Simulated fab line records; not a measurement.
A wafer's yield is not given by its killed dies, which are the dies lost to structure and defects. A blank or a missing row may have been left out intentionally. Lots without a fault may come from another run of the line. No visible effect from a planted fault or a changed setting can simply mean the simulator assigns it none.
A lot that was struck, set against a sound lot | flow rit_cmos | 44 steps out of a route of 202
Sound: the wafers L226.1, L226.2, L226.6. Wafers L210.2, L210.4, L210.6 were the ones struck. The cause is named last.
Each step with rows lists, per side, the tool, then ch with its chambers, then its first start. Under that, the readings that differ: sound wafers | struck wafers | difference of the means | sigmas: that difference in standard deviations of wafers without a fault.
alike: readings whose means differ by less than 2 such deviations, and words and numbers that are the same on both sides. not compared: withheld readings, readings that some wafer has no value for, bounds like >300 that may hide the same value, and numbers for which the record gives no deviation and whose values overlap.
Wherever a step has rows on one side only, a row that says differs or no value, or a row with sigmas, the two part there. Non-overlapping numbers with no deviation appear without sigmas and do not part them. A reading that every wafer of one side lacks parts them only if that side has two wafers or more.

first, 4 steps without rows for these wafers: RIT_PLDD_SOFTBAKE_02 (time 60 s); RIT_PLDD_EXPOSE_03 (exposes mask M8, target cd 40900 nm); RIT_PLDD_PEB_04; RIT_PLDD_DEVELOP_05 (develop time 50 s).
RIT_PLDD_OVL_MEAS_06:
  struck on overlay-02, day 3 20:44; sound on overlay-02, day 7 05:36
  alike: PLDD_OVL
then, 2 steps without rows for these wafers: RIT_PLDD_HARDBAKE_07 (time 60 s); RIT_PLDD_IMPLANT_08.
RIT_PLDD_STRIP_09: strips in O2, time 180 s.
  sound on plasma_asher-01 ch 0,1, day 7 05:56; struck on plasma_asher-02 ch 0, day 3 21:04
  alike: chamber_pressure_mTorr, drypump_motor_current_A
  not compared: rf_hours_counter_h
RIT_PLDD_TW_MEAS_10:
  struck on film_metro-03, day 3 21:14; sound on film_metro-04, day 7 06:07
  reading | sound          | struck         | difference | sigmas
  PLDD_TW | 2388 2377 2381 | 2339 2345 2351 | -37        | -2
then, 3 steps without rows for these wafers: RIT_SPACER_CLEAN_00 (cleans in SC1, time 600 s); RIT_SPACER_CLEAN_01 (cleans in dHF, time 30 s); RIT_SPACER_CLEAN_02 (cleans in SC2, time 600 s).
RIT_SPACER_CVD_03: deposits Si3N4 from SiH2Cl2/NH3, target thk 250 nm, time 3300 s.
  sound on lpcvd-02 ch 1, day 7 06:34; struck on lpcvd-01 ch 1, day 3 21:41
  reading                                  | sound             | struck            | difference | sigmas
  sih2cl2_flow_sccm (sccm)                 | 60.13 60.08 60.07 | 59.60 59.47 60.05 | -0.39      | -2
  model.Si3N4_of_SPACER_CVD_03.thk_nm (nm) | 251.1 252.7 251   | 274.9 274.3 272.4 | +22.3      |
RIT_SPACER_THK_MEAS_04:
  struck on film_metro-01, day 3 23:36; sound on film_metro-02, day 7 09:26
  reading                 | sound             | struck            | difference | sigmas
  SPACER_NITRIDE_THK (nm) | 251.1 252.6 250.9 | 275.0 274.1 272.4 | +22.3      | +11
RIT_SPACER_ETCHBACK_05: etches Si3N4 in SF6/CHF3, stops on SiO2, target depth 250 nm, time 240 s.
  sound on rie_diel-04 ch 1,3, day 7 09:29; struck on rie_diel-01 ch 0,1, day 3 23:39
  reading                  | sound             | struck            | difference | sigmas
  oes_product_au (a.u.)    | 0.855 0.848 0.858 | 0.887 0.919 0.911 | +0.052     | +4
  model.etch.depth_nm (nm) | 251.1 252.7 251   | 274.9 274.3 272.4 | +22.3      |
  alike: chamber_pressure_mTorr, drypump_motor_current_A, throttle_valve_pct
  not compared: rf_hours_counter_h
then, 6 steps without rows for these wafers: RIT_NSD_HMDS_00 (prime time 60 s); RIT_NSD_COAT_01 (resist thk 1000 nm); RIT_NSD_SOFTBAKE_02 (time 60 s); RIT_NSD_EXPOSE_03 (exposes mask M9, target cd 40700 nm); RIT_NSD_PEB_04; RIT_NSD_DEVELOP_05 (develop time 50 s).
RIT_NSD_OVL_MEAS_06:
  struck on overlay-02, day 4 00:47; sound on overlay-01, day 7 10:41
  reading      | sound          | struck      | difference | sigmas
  NSD_OVL (nm) | -1.2 -1.5 -0.6 | 1.5 1.1 1.0 | +2.3       | +2
then, 2 steps without rows for these wafers: RIT_NSD_HARDBAKE_07 (time 60 s); RIT_NSD_IMPLANT_08.
RIT_NSD_STRIP_09: strips in O2, time 180 s.
  sound on plasma_asher-03 ch 0,1, day 7 11:02; struck on plasma_asher-02 ch 0,1, day 4 01:07
  alike: chamber_pressure_mTorr, drypump_motor_current_A
  not compared: rf_hours_counter_h
RIT_NSD_TW_MEAS_10:
  struck on film_metro-01, day 4 01:18; sound on film_metro-03, day 7 11:12
  alike: NSD_TW
then, 6 steps without rows for these wafers: RIT_PSD_HMDS_00 (prime time 60 s); RIT_PSD_COAT_01 (resist thk 1000 nm); RIT_PSD_SOFTBAKE_02 (time 60 s); RIT_PSD_EXPOSE_03 (exposes mask M10, target cd 40900 nm); RIT_PSD_PEB_04; RIT_PSD_DEVELOP_05 (develop time 50 s).
RIT_PSD_OVL_MEAS_06:
  struck on overlay-01, day 4 02:20; sound on overlay-01, day 7 12:07
  alike: PSD_OVL
then, 2 steps without rows for these wafers: RIT_PSD_HARDBAKE_07 (time 60 s); RIT_PSD_IMPLANT_08.
RIT_PSD_STRIP_09: strips in O2, time 180 s.
  sound on plasma_asher-01 ch 0,1, day 7 12:27; struck on plasma_asher-02 ch 0,1, day 4 02:40
  alike: chamber_pressure_mTorr, drypump_motor_current_A
  not compared: rf_hours_counter_h
RIT_PSD_TW_MEAS_10:
  struck on film_metro-01, day 4 02:50; sound on film_metro-04, day 7 12:37
  reading | sound          | struck         | difference | sigmas
  PSD_TW  | 3472 3458 3470 | 3415 3410 3416 | -53        | -2
then, 3 steps without rows for these wafers: RIT_SDANNEAL_CLEAN_00 (cleans in SC1, time 600 s); RIT_SDANNEAL_CLEAN_01 (cleans in dHF, time 30 s); RIT_SDANNEAL_CLEAN_02 (cleans in SC2, time 600 s).
RIT_SDANNEAL_RTA_03: time 5 s.
  sound on rtp_anneal-01 ch 0, day 7 13:13; struck on rtp_anneal-01 ch 0, day 4 03:18
  alike: wafer_temp_C_max
RIT_SDANNEAL_RS_MEAS_04: measurement is done with a four-point probe.
  struck on film_metro-01, day 4 03:22; sound on film_metro-01, day 7 13:17
  alike: PSD_RS
RIT_SILICIDE_WET_ETCH_00: etches SiO2 in BOE, target depth 14 nm, time 15 s.
  sound on wet_bench-04 ch 3, day 7 13:46; struck on wet_bench-04 ch 3, day 4 03:50
  reading                                  | sound             | struck            | difference | sigmas
  model.Si3N4_of_SPACER_CVD_03.thk_nm (nm) | 195.9 197.7 195.8 | 216.2 213.8 212.9 | +17.8      |
RIT_M1_PROBE_99:
  struck on prober-01, day 4 11:52; sound on prober-01, day 7 21:03
  reading                                | sound             | struck            | difference | sigmas
  model.etest.pplus_sal.width_nm (nm)    | 3450 3446 3432    | 3387 3414 3410    | -39        |
  model.etest.nplus_sal.width_nm (nm)    | 3439 3441 3457    | 3383 3423 3416    | -38        |
  model.etest.pwell_pinched.rs_ohm_sq    | 451.8 452.2 449.9 | 444.4 442.1 439.1 | -9.4       |
  model.etest.nwell_pinched.rs_ohm_sq    | 339.9 334.4 339.8 | 316.6 327.2 321.6 | -16.2      |
  model.etest.contact_nplus.end_ohm_um   | 42.16 41.36 42.06 | 37.73 41.26 40.73 | -1.95      |
  model.etest.diode_pplus_nwell.bv_v (V) | 6.62 6.611 6.606  | 6.422 6.481 6.455 | -0.160     |
  model.etest.nmos_0p15.tox_inv_nm (nm)  | 4.511 4.518 4.458 | 4.673 4.636 4.595 | +0.139     |
  alike: killed_at_contacts, killed_at_front_end, killed_dies, killed_open, killed_short
  not compared: model.etest.nmos_0p15.r_on_ohm_um

## WHERE THEY PART
Earliest at RIT_PLDD_TW_MEAS_10; latest, in this record, at RIT_PSD_TW_MEAS_10. Later steps at which nothing parts them and some readings are alike: RIT_SDANNEAL_RTA_03, RIT_SDANNEAL_RS_MEAS_04, RIT_M1_PROBE_99.

WHY: what the simulator had put in
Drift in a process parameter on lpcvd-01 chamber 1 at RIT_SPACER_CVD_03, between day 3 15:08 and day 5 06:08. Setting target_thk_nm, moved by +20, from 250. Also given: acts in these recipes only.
